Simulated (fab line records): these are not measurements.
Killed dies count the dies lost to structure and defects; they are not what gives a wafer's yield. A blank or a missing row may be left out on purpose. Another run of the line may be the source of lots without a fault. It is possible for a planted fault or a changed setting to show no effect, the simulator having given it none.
Which tool was responsible? + flow berkeleyCmos170 + Sampling: 14 lots, 42 wafers, 3 of 331 route steps

== WHAT THE GAUGES READ, wafer by wafer ==
UCB170_GATE_THK_MEAS_05. Usual: for GATE_POLY_THK the level is 213.9 nm and the standard deviation is 2.1.
| lot  | measured     | on           | GATE_POLY_THK (nm)                  | flag |
|------|--------------|--------------|-------------------------------------|------|
| L582 | day 6 19:38  | filmMetro-04 | 212.1 211.3 212.2                   |      |
| L583 | day 6 19:42  | filmMetro-04 | 214.7 214.0 212.2                   |      |
| L584 | day 6 19:38  | filmMetro-02 | 213.1 212.7 213.0                   |      |
| L587 | day 7 19:35  | filmMetro-04 | 214.0 214.4 213.3                   |      |
| L585 | day 7 19:34  | filmMetro-01 | 211.4 212.3 210.8                   |      |
| L588 | day 7 19:32  | filmMetro-04 | 213.7 214.7 215.4                   |      |
| L590 | day 8 13:46  | filmMetro-01 | 214.3 215.7 217.3                   |      |
| L591 | day 8 13:45  | filmMetro-04 | 214.5 213.5 215.8                   |      |
| L589 | day 8 13:46  | filmMetro-02 | 213.9 212.6 212.7                   |      |
| L593 | day 9 14:27  | filmMetro-04 | 216.0 218.0 215.9                   |      |
| L595 | day 9 14:31  | filmMetro-01 | 217.1 214.2 216.2                   |      |
| L594 | day 9 14:27  | filmMetro-01 | 212.0 208.8 210.0                   |      |
| L597 | day 10 02:58 | filmMetro-04 | 232.8 233.1 233.1 232.8 233.0 233.2 | OFF  |
| L596 | day 10 02:59 | filmMetro-02 | 231.6 232.0 232.4 232.0 231.6 232.5 | OFF  |

== WHAT TOOL EACH LOT RAN ON (gives the tool, then ch and the chambers of the sampled wafers, and finally the start) ==
| lot  | UCB170_ACTIVE_ETCH_15            | UCB170_GATE_CVD_04          |
|------|----------------------------------|-----------------------------|
| L582 | rieDiel-04 ch 0,2,3, day 4 12:13 | lpcvd-01 ch 0, day 6 18:13  |
| L583 | rieDiel-03 ch 0,1,2, day 4 20:10 | lpcvd-01 ch 1, day 6 18:13  |
| L584 | rieDiel-04 ch 0,2,3, day 4 20:21 | lpcvd-01 ch 1, day 6 18:13  |
| L587 | rieDiel-03 ch 1,2, day 5 12:43   | lpcvd-02 ch 0, day 7 18:08  |
| L585 | rieDiel-03 ch 0,1,2, day 5 13:07 | lpcvd-02 ch 0, day 7 18:08  |
| L588 | rieDiel-03 ch 1,2, day 5 16:17   | lpcvd-02 ch 0, day 7 18:08  |
| L590 | rieDiel-03 ch 1,2, day 6 00:50   | lpcvd-01 ch 0, day 8 12:21  |
| L591 | rieDiel-02 ch 0,1,2, day 6 01:07 | lpcvd-01 ch 0, day 8 12:21  |
| L589 | rieDiel-04 ch 1,2,3, day 6 01:23 | lpcvd-01 ch 0, day 8 12:21  |
| L593 | rieDiel-02 ch 0,2, day 7 05:20   | lpcvd-01 ch 0, day 9 13:02  |
| L595 | rieDiel-03 ch 2,3, day 7 05:35   | lpcvd-01 ch 1, day 9 13:02  |
| L594 | rieDiel-04 ch 0,2, day 7 05:52   | lpcvd-01 ch 0, day 9 13:02  |
| L597 | rieDiel-02 ch 0,3, day 7 12:58   | lpcvd-01 ch 0, day 10 01:33 |
| L596 | rieDiel-04 ch 2,3, day 7 13:17   | lpcvd-01 ch 0, day 10 01:33 |
- UCB170_ACTIVE_ETCH_15: etches Si3N4 in CH3F/Ar/O2, stops on SiO2, target depth 242 nm, time 151 s.
- UCB170_GATE_CVD_04: deposits poly-Si from SiH4, time 1440 s, target thk 214 nm.

== WHAT THE TOOLS THEMSELVES READ (means of the sampled wafers that have a number; where no wafer has one, the mark that the record gives instead) ==
UCB170_ACTIVE_ETCH_15. Usual: drypumpMotorCurrentA 5.58 A, standard deviation 0.3; oesProductAu 0.940 a.u., standard deviation 0.015; throttleValvePct 8.04 %, standard deviation 0.13.
| lot  | tool       | drypumpMotorCurrentA (A) | oesProductAu (a.u.) | throttleValvePct (%) | flag |
|------|------------|--------------------------|---------------------|----------------------|------|
| L582 | rieDiel-04 | 5.74                     | 0.954               | 7.97                 |      |
| L583 | rieDiel-03 | 5.58                     | 0.933               | 8.13                 |      |
| L584 | rieDiel-04 | 5.75                     | 0.943               | 7.98                 |      |
| L587 | rieDiel-03 | 5.53                     | 0.956               | 8.04                 |      |
| L585 | rieDiel-03 | 5.57                     | 0.947               | 8.13                 |      |
| L588 | rieDiel-03 | 5.58                     | 0.945               | 8.12                 |      |
| L590 | rieDiel-03 | 5.52                     | 0.953               | 8.05                 |      |
| L591 | rieDiel-02 | 5.44                     | 0.933               | 8.07                 |      |
| L589 | rieDiel-04 | 5.69                     | 0.954               | 8.02                 |      |
| L593 | rieDiel-02 | 5.35                     | 0.925               | 8.03                 |      |
| L595 | rieDiel-03 | 5.44                     | 0.940               | 8.12                 |      |
| L594 | rieDiel-04 | 5.90                     | 0.942               | 7.84                 |      |
| L597 | rieDiel-02 | 5.80                     | 0.919               | 8.03                 |      |
| L596 | rieDiel-04 | 5.66                     | 0.960               | 7.95                 |      |

UCB170_GATE_CVD_04. Usual: zonePowerSourcePct 11.5 %, standard deviation 0.84.
| lot  | tool     | zonePowerSourcePct (%) | flag |
|------|----------|------------------------|------|
| L582 | lpcvd-01 | 10.8                   |      |
| L583 | lpcvd-01 | 12.2                   |      |
| L584 | lpcvd-01 | 12.3                   |      |
| L587 | lpcvd-02 | 12.8                   |      |
| L585 | lpcvd-02 | 12.7                   |      |
| L588 | lpcvd-02 | 12.8                   |      |
| L590 | lpcvd-01 | 10.7                   |      |
| L591 | lpcvd-01 | 10.7                   |      |
| L589 | lpcvd-01 | 10.8                   |      |
| L593 | lpcvd-01 | 10.7                   |      |
| L595 | lpcvd-01 | 12.4                   |      |
| L594 | lpcvd-01 | 10.6                   |      |
| L597 | lpcvd-01 | 10.7                   |      |
| L596 | lpcvd-01 | 10.8                   |      |

== THE ANSWER, worked out from the rows above alone ==
Rule: a lot is off if the mean of its wafers that have a number lies more than 3 standard deviations from the usual mean. Also off: a lot with no number at a reading for which 4 or more lots have one. Where the step has rows for the other lots, those lots are counted as sound. Order of review: gauges by route order, followed by the tools' own readings, for which a lot's mean as printed above is used. The first step at which some lot is off is used, and at that step the reading that is off furthest; a lot without a number counts as furthest.
Off: at UCB170_GATE_THK_MEAS_05 (GATE_POLY_THK), L597, L596.
If a tool, at a process step before that reading, ran all the lots that are off and no sound lot after the first of them, it fits. The gauges at UCB170_GATE_THK_MEAS_05 are tried like those tools. One fits: UCB170_GATE_CVD_04 on lpcvd-01. A fault onset in the window from L593 (day 9 13:02, its last sound lot) to L596 (day 10 01:33, its first lot off) fits.

== WHAT HAD BEEN PUT IN BY THE SIMULATOR ==
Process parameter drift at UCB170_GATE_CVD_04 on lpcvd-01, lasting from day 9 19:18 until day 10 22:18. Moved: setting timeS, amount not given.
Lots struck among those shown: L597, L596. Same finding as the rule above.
